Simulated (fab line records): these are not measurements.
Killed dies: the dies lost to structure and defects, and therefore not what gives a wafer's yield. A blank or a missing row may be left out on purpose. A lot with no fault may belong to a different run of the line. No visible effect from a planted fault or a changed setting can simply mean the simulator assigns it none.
Comparing a struck lot with a sound one | flow berkeley-cmos170 | 14 steps out of a route of 331
Sound: the wafers L514.2, L514.5, L514.6. Wafers struck: L522.1, L522.2, L522.3. At the end, the cause is stated.
At each step with rows: each side's tool, then ch and its chambers, then its first start. Under that, the readings that differ: sound wafers | struck wafers | difference of the means | sigmas: that difference in standard deviations of wafers without a fault.
alike: words and numbers the same on both sides, and readings whose means are apart by under 2 such deviations; not compared: readings that were withheld, readings missing a value for some wafer, numbers with overlapping values and no deviation given by the record, and bounds like >300 which may hide the same value.
Wherever a step has rows on one side only, a row that says differs or no value, or a row with sigmas, the two part there. Numbers that have no deviation but don't overlap get no sigmas and don't part them. A reading that every wafer of one side lacks parts them only if that side has two wafers or more.

UCB170_PVT_STRIP_08: strips in O2.
  sound on plasma-asher-01 ch 0,1, day 5 23:32; struck on plasma-asher-01 ch 0,1, day 7 21:13
  alike: drypump-motor-current-A, oes-product-au, strip-time-to-endpoint-s
  not compared: rf-hours-counter-h
UCB170_PVT_TW_MEAS_09:
  sound on film-metro-02 at day 5 23:38; struck on film-metro-01 at day 7 21:19
  reading | sound       | struck      | difference | sigmas
  PVT_TW  | 514 512 513 | 498 500 500 | -14        | -2
then, 1 step without rows for these wafers: UCB170_GATE_WET_ETCH_00 (etches SiO2 in dHF, time 200 s).
UCB170_FIELD_THK_MEAS_91:
  sound on film-metro-02 at day 5 23:58; struck on film-metro-02 at day 7 21:26
  alike: FIELD_OXIDE_LEFT_2_THK
then, 1 step without rows for these wafers: UCB170_GATE_OXIDATION_01 (target thk 6.6 nm, ox time 1800 s).
UCB170_GATE_THK_MEAS_02:
  sound on film-metro-04 at day 6 03:32; struck on film-metro-04 at day 8 01:04
  alike: GATE_OXIDE_THK
then, 2 steps without rows for these wafers: UCB170_GATE_ANNEAL_03 (time 1800 s); UCB170_GATE_CVD_04 (deposits poly-Si from SiH4, time 1440 s, target thk 214 nm).
UCB170_GATE_THK_MEAS_05:
  sound on film-metro-01 at day 6 11:13; struck on film-metro-03 at day 8 10:47
  alike: GATE_POLY_THK
then, 3 steps without rows for these wafers: UCB170_GATE_COAT_06; UCB170_GATE_COAT_07 (resist thk 900 nm); UCB170_GATE_SOFTBAKE_08 (time 60 s).
UCB170_GATE_EXPOSE_09: exposes mask POLY, target cd 350 nm.
  sound on krf-scanner-01 ch 0, day 6 12:14; struck on krf-scanner-01, day 8 11:39
  no value came back on the struck wafers for exposure-dose-mJ-cm2, focus-offset-nm (nm); on the sound wafers exposure-dose-mJ-cm2 reads 21.000 20.977 20.981
  alike: mask
following that, these wafers have no rows for 1 step: UCB170_GATE_PEB_10.

== WHERE THEY PART ==
Last at UCB170_GATE_EXPOSE_09 as far as this record goes, first at UCB170_PVT_TW_MEAS_09.

WHY: what the simulator had put in
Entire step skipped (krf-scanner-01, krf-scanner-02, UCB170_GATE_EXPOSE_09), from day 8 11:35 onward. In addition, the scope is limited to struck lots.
